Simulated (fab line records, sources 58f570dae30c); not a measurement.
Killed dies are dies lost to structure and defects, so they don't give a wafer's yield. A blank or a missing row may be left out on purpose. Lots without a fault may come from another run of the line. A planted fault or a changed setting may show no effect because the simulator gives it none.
One fault seen from 2 desks | flow berkeley_cmos170 | each desk has only its own numbers; what lay behind them comes last

THE METROLOGY DESK
What the gauges read, lot by lot, whatever tool the lot ran on: means of the sampled wafers that have a number. A lot is out of limits, marked OUT, if its mean lies more than 4 standard deviations from the usual mean; the brackets give that distance.
Columns: A = GATE_POLY_THK at UCB170_GATE_THK_MEAS_05, usual 212.3 nm; B = cd_nm at UCB170_NLDD_CD_MEAS_06, usual 1200.1 nm
lot  | first seen here | A                | B
L465 | day 5 20:54     | 212.3            | 1200.9
L468 | day 6 16:32     | 213.6            | 1198.4
L467 | day 6 16:33     | 213.5            | 1199.2
L470 | day 7 02:25     | 209.7            | 1199.4
L472 | day 7 23:14     | 213.8            | 1198.6
L474 | day 8 03:38     | 213.3            | 1200.7
L475 | day 8 10:08     | 213.6            | 1201.2
L476 | day 8 10:09     | 208.7            | 1199.0
L479 | day 9 10:46     | 214.2            | 1200.5
L481 | day 9 21:46     | 254.2 (+17) OUT  | 1201.3
L483 | day 10 05:31    | 230.2 (+7.2) OUT | 1200.5
L482 | day 10 05:34    | 228.4 (+6.4) OUT | 1199.9
L484 | day 10 10:58    | 215.0            | 1199.4
L485 | day 10 10:58    | 211.9            | 1200.9
L486 | day 10 19:13    | 214.8            | 1203.0
This desk's finding: out of limits on L481, L482, L483; first on L481, day 9 21:46 (GATE_POLY_THK at UCB170_GATE_THK_MEAS_05). In limits: L465, L468, L467, L470, L472, L474, L475, L476, L479, L484, L485, L486.

THE TOOL OWNER'S DESK: lpcvd-01
The tool's own readings at UCB170_GATE_CVD_04 (deposits poly-Si from SiH4, time 1440 s, target thk 214 nm): means of the sampled wafers that have a number, for each lot that ran on this tool. A lot is out of limits, marked OUT, if its mean lies more than 4 standard deviations from the usual mean; the brackets give that distance.
Columns: A = spike_tc_centre_C at UCB170_GATE_CVD_04, usual 611.0 C; B = susceptor_temp_C at UCB170_GATE_CVD_04, usual 609.96 C
lot  | first seen here | A                | B
L465 | day 5 19:30     | 610.3            | 609.86
L467 | day 6 14:26     | 609.8            | 610.33
L468 | day 6 14:26     | 610.0            | 610.21
L470 | day 7 00:59     | 612.1            | 609.88
L472 | day 7 21:49     | 609.2            | 609.86
L481 | day 9 20:22     | 622.4 (+8.7) OUT | 610.19
L482 | day 10 04:05    | 622.3 (+8.7) OUT | 609.77
L483 | day 10 04:05    | 625.0 (+11) OUT  | 609.81
This desk's finding: out of limits on L481, L482, L483; first on L481, day 9 20:22 (spike_tc_centre_C at UCB170_GATE_CVD_04). In limits: L465, L467, L468, L470, L472.

PUT TOGETHER
The tool owner's desk could have raised an alarm at day 9 20:22, on L481, L482, L483.
The metrology desk could have raised an alarm at day 9 21:46, on L481, L482, L483.
Of the lots named, all ran UCB170_GATE_CVD_04 on lpcvd-01.

WHAT THE SIMULATOR HAD PUT IN
Process parameter drift: lpcvd-01, from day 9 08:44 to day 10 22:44, at UCB170_GATE_CVD_04. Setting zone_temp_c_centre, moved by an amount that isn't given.
Lots struck among those shown: L481, L482, L483.
Hours from the fault's start to each desk's first reading out of limits: the tool owner's desk, 12; the metrology desk, 13.
